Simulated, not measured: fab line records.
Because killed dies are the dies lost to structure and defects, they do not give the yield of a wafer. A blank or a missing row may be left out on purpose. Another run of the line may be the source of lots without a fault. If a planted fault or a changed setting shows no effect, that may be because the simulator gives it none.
fab line records    flow berkeley-cmos170
record lots=5  wafers=23
route steps=331 shown M2@284 V2@306 M3@327
start-h: hours from the record's opening day to when the first of the lot's shown wafers began    wait-h: hours elapsed since this lot's preceding step    " repeats the value in the row above    L1.1+2: a row that stands for several wafers    - no value, or no start given    * or withheld: withheld    < > ~ a bound
route shown NAME@n: names a module that has steps shown in the file, with the first one's number in the route    usual: average and standard deviation across the fault-free wafers    same: alike in all rows    chamber/n: place in a boat    sites: the reading at each site    _std_site: the standard deviation of these    _edge_site: mean of outer sites minus mean of inner sites    radius-mm: how far each site lies from the wafer's centre    mask NAME#n: copy n    behind: the tool/chamber that last shaped the wafer    hold: the reason the lot was held/the length of the hold in hours/how it ended    device: transistor that didn't switch, given as n, p or np    end of line: the tests these same wafers got at the end of their route    for a step that has no rows: nothing shown but its recipe    killed: not the wafer's yield, but the dies lost to structure and defects at the first sort    map: dies across one wafer; x = killed, . = not, _ = none there
set.NAME: the setting the step ran with; set.NAME@STEP: the setting that earlier step ran with    model.NAME: the simulator's own value behind a step, which no gauge read
lots with deliberately changed settings; one table per step, one row per wafer
## steps
# step UCB170_M2_PEB_13
# recipe peb-temp-c=130  peb-time-s=withheld  resist=KrF
lot.wafer       tool            chamber  start-h  wait-h  set.peb-temp-c
L077.1+3+4      litho-track-03  0        165.98   0.7     130
L077.2+5        "               0        "        "       127.8
L076.1+2        litho-track-04  0        167.31   1.0     130
L076.3+4+5      "               0        "        "       131.5
L081.2+4+6      litho-track-03  0        188.84   0.1     130
L085.2+3+4+5+6  litho-track-02  0        211.85   0.3     130
L084.1+2+4      litho-track-02  0        212.10   0.3     130
L084.5+6        "               0        "        "       127.3
# step UCB170_M2_DEVELOP_14
# recipe developer=TMAH  develop-time-s=45  resist=KrF  dev-temp-c=21
# step UCB170_M2_CD_MEAS_15
# recipe target-cd-nm=700
# usual cd-nm=700.1/1.5
lot.wafer  tool       chamber  start-h  wait-h  set.peb-temp-c@M2_PEB_13  cd-nm
L077.1     cd-sem-01  -        166.25   -       130                       702.4
L077.2     "          -        "        "       127.8                     718.8
L077.3     "          -        "        "       130                       703.1
L077.4     "          -        "        "       130                       701.6
L077.5     "          -        "        "       127.8                     717.4
L076.1     cd-sem-02  -        167.58   -       130                       699.3
L076.2     "          -        "        "       130                       699.7
L076.3     "          -        "        "       131.5                     691.3
L076.4     "          -        "        "       131.5                     688.8
L076.5     "          -        "        "       131.5                     689.6
L081.2     cd-sem-02  -        189.11   -       130                       701.2
L081.4     "          -        "        "       130                       700.5
L081.6     "          -        "        "       130                       701.2
L085.2     cd-sem-02  -        212.12   -       130                       698.0
L085.3     "          -        "        "       130                       698.9
L085.4     "          -        "        "       130                       698.1
L085.5     "          -        "        "       130                       697.1
L085.6     "          -        "        "       130                       699.1
L084.1     cd-sem-02  -        212.38   -       130                       700.8
L084.2     "          -        "        "       130                       700.0
L084.4     "          -        "        "       130                       698.6
L084.5     "          -        "        "       127.3                     720.3
L084.6     "          -        "        "       127.3                     718.2
# step UCB170_M2_ETCH_17
# recipe chemistry=N2/H2  target-depth-a=withheld  overetch-a=withheld  target=BARC  time-s=withheld  source-w=500  bias-w=100  pressure-mtorr=30  n2-flow-sccm=100  h2-flow-sccm=200
lot.wafer  tool         chamber  start-h  wait-h  set.peb-temp-c@M2_PEB_13  model.M2.cd-nm
L077.1+3   rie-diel-04  2,3      166.44   0.0     130                       702.9
L077.2     "            1        "        "       127.8                     718.7
L077.4     "            0        "        "       130                       702.7
L077.5     "            3        "        "       127.8                     717.4
L076.1     rie-diel-01  1        167.74   0.0     130                       700.3
L076.2     "            2        "        "       130                       700.2
L076.3     "            0        "        "       131.5                     691
L076.4     "            3        "        "       131.5                     689.1
L076.5     "            2        "        "       131.5                     690.5
L081.2     rie-diel-01  1        189.25   0.0     130                       701.9
L081.4     "            0        "        "       130                       700.2
L081.6     "            3        "        "       130                       701.2
L085.2     rie-diel-03  1        212.26   0.0     130                       697.9
L085.3     "            3        "        "       130                       699.4
L085.4     "            2        "        "       130                       698
L085.5     "            2        "        "       130                       696.4
L085.6     "            3        "        "       130                       699.7
L084.1     rie-diel-01  0        212.53   0.0     130                       700.7
L084.2     "            3        "        "       130                       700.4
L084.4     "            2        "        "       130                       699
L084.5     "            0        "        "       127.3                     719.9
L084.6     "            3        "        "       127.3                     718.1
# step UCB170_M2_METAL_ETCH_18
# recipe chemistry=Cl2/BCl3  target=Al  stop-on=SiO2  pressure-mtorr=12  target-depth-a=11700  over-etch-frac=0.3  time-s=195  icp-w=600  bias-w=120  Cl2_flow_sccm=90  bcl3-flow-sccm=45
lot.wafer  tool          chamber  start-h  wait-h  set.peb-temp-c@M2_PEB_13  model.M2.cd-nm
L077.1     rie-metal-04  1        166.48   -       130                       704.8
L077.2     "             0        "        "       127.8                     714.3
L077.3     "             1        "        "       130                       699.6
L077.4     "             0        "        "       130                       699.7
L077.5     "             1        "        "       127.8                     717.8
L076.1     rie-metal-04  0        167.78   -       130                       694.8
L076.2     "             1        "        "       130                       699
L076.3     "             1        "        "       131.5                     690.3
L076.4     "             0        "        "       131.5                     686.8
L076.5     "             0        "        "       131.5                     687.7
L081.2     rie-metal-02  1        189.35   -       130                       700.5
L081.4     "             1        "        "       130                       697.5
L081.6     "             1        "        "       130                       700.3
L085.2+4   rie-metal-01  0,1      212.30   -       130                       700
L085.3     "             0        "        "       130                       701
L085.5     "             0        "        "       130                       698
L085.6     "             1        "        "       130                       701.3
L084.1     rie-metal-02  1        212.58   -       130                       697.2
L084.2     "             0        "        "       130                       702.3
L084.4     "             1        "        "       130                       695.7
L084.5     "             1        "        "       127.3                     718
L084.6     "             0        "        "       127.3                     720.9
# step UCB170_M2_STRIP_19
# recipe chemistry=O2  power-w=400  pressure-mtorr=3500  platen-temp-c=withheld  o2-flow-sccm=400  overash-fraction=0.5
# step UCB170_M2_CD_MEAS_90
# recipe target-cd-nm=700
# usual cd-nm=700.3/2.5
lot.wafer  tool       chamber  start-h  wait-h  set.peb-temp-c@M2_PEB_13  cd-nm
L077.1     cd-sem-02  -        166.77   0.1     130                       704.8
L077.2     "          -        "        "       127.8                     714.3
L077.3     "          -        "        "       130                       699.7
L077.4     "          -        "        "       130                       699.9
L077.5     "          -        "        "       127.8                     717.6
L076.1     cd-sem-01  -        168.07   0.1     130                       695.1
L076.2     "          -        "        "       130                       699.0
L076.3     "          -        "        "       131.5                     690.2
L076.4     "          -        "        "       131.5                     686.6
L076.5     "          -        "        "       131.5                     687.8
L081.2     cd-sem-01  -        189.78   0.1     130                       700.2
L081.4     "          -        "        "       130                       697.5
L081.6     "          -        "        "       130                       700.2
L085.2     cd-sem-01  -        212.61   0.1     130                       700.1
L085.3     "          -        "        "       130                       701.1
L085.4     "          -        "        "       130                       700.2
L085.5     "          -        "        "       130                       697.8
L085.6     "          -        "        "       130                       701.0
L084.1     cd-sem-01  -        212.95   0.2     130                       697.1
L084.2     "          -        "        "       130                       702.1
L084.4     "          -        "        "       130                       695.7
L084.5     "          -        "        "       127.3                     717.9
L084.6     "          -        "        "       127.3                     721.0
# step UCB170_V2_ETCH_14
# recipe chemistry=CHF3/CF4/Ar  target=SiO2  stop-on=Al  CHF3_flow_sccm=45  cf4-flow-sccm=15  Ar_flow_sccm=150  pressure-mtorr=200  rf-w=700  target-depth-a=12500  over-etch-frac=0.25  time-s=291
lot.wafer  tool         chamber  start-h  wait-h  set.over-etch-frac  model.KrF_of_V2_COAT_07.thk-nm
L077.1     rie-diel-02  1        170.08   0.0     0.3213              589.6
L077.2     "            2        "        "       0.25                609
L077.3     "            0        "        "       0.25                605.9
L077.4     "            3        "        "       0.3213              590.3
L077.5     "            1        "        "       0.25                603.6
L076.1     rie-diel-03  1        171.09   0.0     0.25                608.4
L076.2     "            3        "        "       0.25                612.6
L076.3     "            2        "        "       0.25                613.3
L076.4     "            0        "        "       0.25                613
L076.5     "            2        "        "       0.25                610.7
L081.2     rie-diel-03  1        191.90   0.0     0.25                611.4
L081.4     "            2        "        "       0.25                610.5
L081.6     "            3        "        "       0.25                615.2
L085.2     rie-diel-03  2        216.05   0.0     0.25                617
L085.3     "            0        "        "       0.25                613.3
L085.4     "            1        "        "       0.25                612
L085.5     "            2        "        "       0.2849              607.2
L085.6     "            1        "        "       0.2849              602.5
L084.1     rie-diel-02  1        216.33   0.0     0.25                606.3
L084.2     "            0        "        "       0.3078              601.1
L084.4     "            3        "        "       0.3078              602.7
L084.5     "            0        "        "       0.25                612.8
L084.6     "            1        "        "       0.25                609.7
# step UCB170_V2_STRIP_15
# recipe chemistry=O2  power-w=400  pressure-mtorr=3500  platen-temp-c=withheld  o2-flow-sccm=400  overash-fraction=0.5
# usual strip-time-to-endpoint-s=15.33/0.1
lot.wafer  tool             chamber  start-h  wait-h  set.over-etch-frac@V2_ETCH_14  strip-time-to-endpoint-s
L077.1     plasma-asher-01  0        170.25   0.1     0.3213                         14.84
L077.2     "                1        "        "       0.25                           15.28
L077.3     "                0        "        "       0.25                           15.22
L077.4     "                1        "        "       0.3213                         14.83
L077.5     "                1        "        "       0.25                           15.16
L076.1     plasma-asher-04  1        171.27   0.1     0.25                           15.29
L076.2     "                0        "        "       0.25                           15.36
L076.3     "                1        "        "       0.25                           15.40
L076.4     "                0        "        "       0.25                           15.38
L076.5     "                0        "        "       0.25                           15.32
L081.2     plasma-asher-02  1        192.08   0.1     0.25                           15.34
L081.4     "                1        "        "       0.25                           15.33
L081.6     "                1        "        "       0.25                           15.45
L085.2     plasma-asher-01  0        216.23   0.1     0.25                           15.46
L085.3     "                0        "        "       0.25                           15.39
L085.4     "                1        "        "       0.25                           15.35
L085.5     "                1        "        "       0.2849                         15.23
L085.6     "                0        "        "       0.2849                         15.13
L084.1     plasma-asher-02  1        216.50   0.1     0.25                           15.22
L084.2     "                0        "        "       0.3078                         15.10
L084.4     "                1        "        "       0.3078                         15.15
L084.5     "                1        "        "       0.25                           15.37
L084.6     "                0        "        "       0.25                           15.31
# step UCB170_M3_METAL_ETCH_18
# recipe chemistry=Cl2/BCl3  target=Al  stop-on=SiO2  pressure-mtorr=12  target-depth-a=11700  over-etch-frac=0.3  time-s=195  icp-w=600  bias-w=120  Cl2_flow_sccm=90  bcl3-flow-sccm=45
lot.wafer  tool          chamber  start-h  wait-h  set.time-s  model.KrF_of_M3_COAT_10.thk-nm
L077.1     rie-metal-01  1        172.65   -       195         209.1
L077.2     "             0        "        "       210.2       169.9
L077.3     "             0        "        "       210.2       175.9
L077.4     "             1        "        "       195         212.8
L077.5     "             0        "        "       195         231.1
L076.1     rie-metal-04  0        174.09   -       195         205.8
L076.2     "             1        "        "       195         217.1
L076.3     "             1        "        "       195         220.5
L076.4     "             0        "        "       195         198.2
L076.5     "             0        "        "       195         202.5
L081.2     rie-metal-04  1        195.91   -       195         205.7
L081.4     "             1        "        "       195         200.8
L081.6     "             0        "        "       195         185.4
L085.2     rie-metal-04  0        219.12   -       209.2       142.4
L085.3     "             1        "        "       195         213.9
L085.4     "             0        "        "       195         194.7
L085.5     "             0        "        "       209.2       146
L085.6     "             1        "        "       209.2       168.3
L084.1     rie-metal-03  0        219.39   -       195         233.9
L084.2     "             1        "        "       195         233.6
L084.4     "             0        "        "       203.1       197.8
L084.5     "             1        "        "       195         238.3
L084.6     "             0        "        "       203.1       199
# step UCB170_M3_STRIP_19
# recipe chemistry=O2  power-w=400  pressure-mtorr=3500  platen-temp-c=withheld  o2-flow-sccm=400  overash-fraction=0.5
# usual oes-product-au=0.548/0.019
lot.wafer  tool             chamber  start-h  wait-h  set.time-s@M3_METAL_ETCH_18  oes-product-au
L077.1     plasma-asher-03  0        172.84   0.1     195                          0.536
L077.2     "                1        "        "       210.2                        0.504
L077.3     "                1        "        "       210.2                        0.508
L077.4     "                0        "        "       195                          0.546
L077.5     "                1        "        "       195                          0.564
L076.1     plasma-asher-03  0        174.28   0.1     195                          0.532
L076.2     "                1        "        "       195                          0.548
L076.3     "                1        "        "       195                          0.553
L076.4     "                0        "        "       195                          0.529
L076.5     "                0        "        "       195                          0.533
L081.2     plasma-asher-01  1        196.09   0.1     195                          0.534
L081.4     "                0        "        "       195                          0.522
L081.6     "                0        "        "       195                          0.511
L085.2     plasma-asher-03  0        219.30   0.1     209.2                        0.474
L085.3     "                1        "        "       195                          0.540
L085.4     "                0        "        "       195                          0.524
L085.5     "                1        "        "       209.2                        0.474
L085.6     "                0        "        "       209.2                        0.496
L084.1     plasma-asher-03  0        219.58   0.1     195                          0.572
L084.2     "                1        "        "       195                          0.557
L084.4     "                1        "        "       203.1                        0.530
L084.5     "                0        "        "       195                          0.563
L084.6     "                1        "        "       203.1                        0.531
## key
split step=UCB170_M2_PEB_13  setting=peb-temp-c  stated=130  by=wafer
response step=UCB170_M2_CD_MEAS_15  reading=cd-nm  change=-9.19  per=1%  r=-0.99
response step=UCB170_M2_ETCH_17  reading=model.M2.cd-nm  change=-9.03  per=1%  r=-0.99
response step=UCB170_M2_METAL_ETCH_18  reading=model.M2.cd-nm  change=-9.22  per=1%  r=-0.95
response step=UCB170_M2_CD_MEAS_90  reading=cd-nm  change=-9.25  per=1%  r=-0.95
split step=UCB170_V2_ETCH_14  setting=over-etch-frac  stated=0.25  by=wafer
response step=UCB170_V2_ETCH_14  reading=model.KrF_of_V2_COAT_07.thk-nm  change=-0.498  per=1%  r=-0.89
response step=UCB170_V2_STRIP_15  reading=strip-time-to-endpoint-s  change=*  per=1%  r=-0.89
split step=UCB170_M3_METAL_ETCH_18  setting=time-s  stated=195  by=wafer
response step=UCB170_M3_METAL_ETCH_18  reading=model.KrF_of_M3_COAT_10.thk-nm  change=-6.73  per=1%  r=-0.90
response step=UCB170_M3_STRIP_19  reading=oes-product-au  change=-0.00641  per=1%  r=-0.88
